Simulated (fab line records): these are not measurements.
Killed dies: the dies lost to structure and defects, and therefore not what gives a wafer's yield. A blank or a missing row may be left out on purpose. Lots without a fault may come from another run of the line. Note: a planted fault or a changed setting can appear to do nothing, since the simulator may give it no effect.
fab line records	flow rit_cmos
record lots=14	wafers=42	last_day=7
route steps=202 shown ACTIVE@2
lots with no fault: from the same line, run without faults
start_h: hours from the record's opening day to when the first of the lot's shown wafers began	wait_h: time in hours since the lot's previous step	" same as the row above	L1.1+2: a single row standing in for several wafers	- no value, or no start was given	* or withheld: withheld	< > ~ a bound
route shown NAME@n: NAME is a module with steps in the file, n the number in the route of the first one	usual: mean and standard deviation over wafers with no fault	same: alike in all rows	chamber/n: place in a boat	sites: readings site by site	_std_site: the standard deviation of these	_edge_site: the outer-site mean with the inner-site mean subtracted	radius_mm: how far each site lies from the wafer's centre	mask NAME#n: copy n	behind: the tool/chamber that last shaped the wafer	hold: why the lot was held/for how many hours/how that ended	device: the transistor (n, p or np) that didn't switch	end of line: the route-end tests of the same wafers	a step with no rows: only its recipe	killed: not the wafer's yield, but the dies lost to structure and defects at the first sort	map: a wafer's dies, marking killed ones x, the rest . and places with no die _
set.NAME: the run value of the setting; set.NAME@STEP: its run value at that earlier step	model.NAME: the simulator's own value behind a step, which no gauge read
one table for each step of the route and one row for each wafer, over a sample of lots
services: from which hour (start_h, from the record's first day; less than 0 if before it) a tool's chamber was out of use, for how many hours, and why
## steps
# step RIT_ACTIVE_OXIDATION_01
# recipe temp_c=1000	ambient=O2	target_thk_a=468	ox_time_s=3360
# usual ox_temp_c=999.9/0.41	ox_temp_c_max=1005.5/2	spike_tc_source_C=1023.2/1	zone_power_centre_pct=49/3.3	zone_power_load_pct=32.7/2
lot.wafer	tool	chamber	start_h	wait_h	ox_temp_c	ox_temp_c_max	spike_tc_source_C	zone_power_centre_pct	zone_power_load_pct
L582.1	furnace-04	0	16.04	1.0	1000.3	1005.6	1024.6	52	34.2
L582.4	"	0	"	"	999.8	1004.8	1023.0	53	34.3
L582.5	"	0	"	"	1000.0	1005.7	1022.5	53	34.5
L584.2	furnace-04	0	25.12	0.1	999.8	1005.3	1024.3	53	34.4
L584.3	"	0	"	"	1000.6	1007.1	1022.6	52	34.1
L584.4	"	0	"	"	1000.3	1005.5	1024.8	52	33.8
L585.1	furnace-01	0	30.53	0.5	999.5	1007.5	1021.8	49	33.9
L585.2	"	0	"	"	999.7	1007.6	1024.0	49	33.9
L585.3	"	0	"	"	999.9	1010.7	1022.5	48	33.9
L586.1	furnace-01	0	35.12	0.1	1000.0	1008.0	1023.1	48	34.0
L586.2	"	0	"	"	1000.0	1008.4	1024.1	48	33.5
L586.3	"	0	"	"	999.7	1010.3	1023.4	48	34.2
L587.1	furnace-04	0	40.12	0.1	999.6	1004.8	1023.6	52	33.9
L587.4	"	0	"	"	1000.4	1006.3	1023.8	54	33.3
L587.5	"	0	"	"	1000.1	1004.9	1023.4	53	34.0
L588.1	furnace-03	0	45.12	0.1	999.2	1002.9	1022.8	45	29.3
L588.2	"	0	"	"	999.5	1002.8	1022.9	45	29.7
L588.5	"	0	"	"	999.8	1003.0	1022.4	45	30.1
L590.2	furnace-01	-	55.12	0.1	-	-	-	-	-
L590.5	"	-	"	"	-	-	-	-	-
L590.6	"	-	"	"	-	-	-	-	-
L591.1	furnace-04	-	60.12	0.1	-	-	-	-	-
L591.3	"	-	"	"	-	-	-	-	-
L591.5	"	-	"	"	-	-	-	-	-
L598.1	furnace-03	0	95.48	0.5	1000.0	1002.9	1024.0	45	29.5
L598.2	"	0	"	"	999.9	1003.0	1024.2	45	29.7
L598.5	"	0	"	"	1000.2	1004.2	1022.4	45	29.6
L599.2	furnace-04	0	100.62	0.6	999.5	1004.8	1023.0	53	34.2
L599.4	"	0	"	"	1000.6	1005.1	1022.2	54	33.7
L599.6	"	0	"	"	1000.2	1005.9	1024.1	53	35.0
L600.1	furnace-04	0	105.62	0.6	1000.0	1004.4	1022.6	52	34.3
L600.2	"	0	"	"	1000.1	1005.0	1022.5	53	34.7
L600.4	"	0	"	"	1000.4	1004.6	1022.5	53	34.1
L601.1	furnace-01	0	110.64	0.6	1000.0	1007.0	1023.9	47	33.8
L601.3	"	0	"	"	999.6	1009.6	1023.3	48	33.6
L601.5	"	0	"	"	1000.0	1008.0	1023.7	48	33.7
L602.2	furnace-03	0	115.12	0.1	1000.2	1004.9	1023.2	46	29.8
L602.3	"	0	"	"	1000.3	1004.5	1021.7	45	29.2
L602.6	"	0	"	"	1000.4	1004.3	1023.1	45	29.5
L603.1	furnace-04	0	120.91	0.9	1000.4	1006.3	1022.9	54	33.8
L603.3	"	0	"	"	999.7	1004.6	1022.9	51	34.0
L603.6	"	0	"	"	999.9	1005.5	1025.0	54	33.9
## services
tool	chamber	start_h	hours	kind
furnace-03	-	33.56	3.5	pm
furnace-01	-	68.80	6.1	pm
furnace-01	-	99.25	3.4	pm
furnace-01	-	105.24	3.0	pm
## key
first_sign step=RIT_ACTIVE_OXIDATION_01	reading=tool_record	direction=missing
effect none on later readings
met_at RIT_ACTIVE_OXIDATION_01
struck_lots L590,L591
later_rows_left_out L590.2,L590.5,L590.6,L591.1,L591.3,L591.5
sort_left_out L590.2,L590.5,L590.6,L591.1,L591.3,L591.5
tester_left_out L590,L591
onset_between 40.12 55.12
fault kind=skipped_step_whole	tool=furnace-01,furnace-04	chamber=-	onset_h=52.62	steps=RIT_ACTIVE_OXIDATION_01	scope=struck_lots_only
# tester_left_out: of these lots the tester's yield and bins aren't shown, on N5 and GAA mostly nor the transistor test; their killed dies are dies lost to structure and defects alone, not to doping, threshold or leakage, so they don't give the yield
# sort_left_out: the simulated sort isn't trusted on such a fault, so these wafers' sort isn't shown, and their yield isn't known
# later_rows_left_out: the simulator's readings of these wafers behind a module that went badly wrong aren't trusted and aren't shown, but for the sort
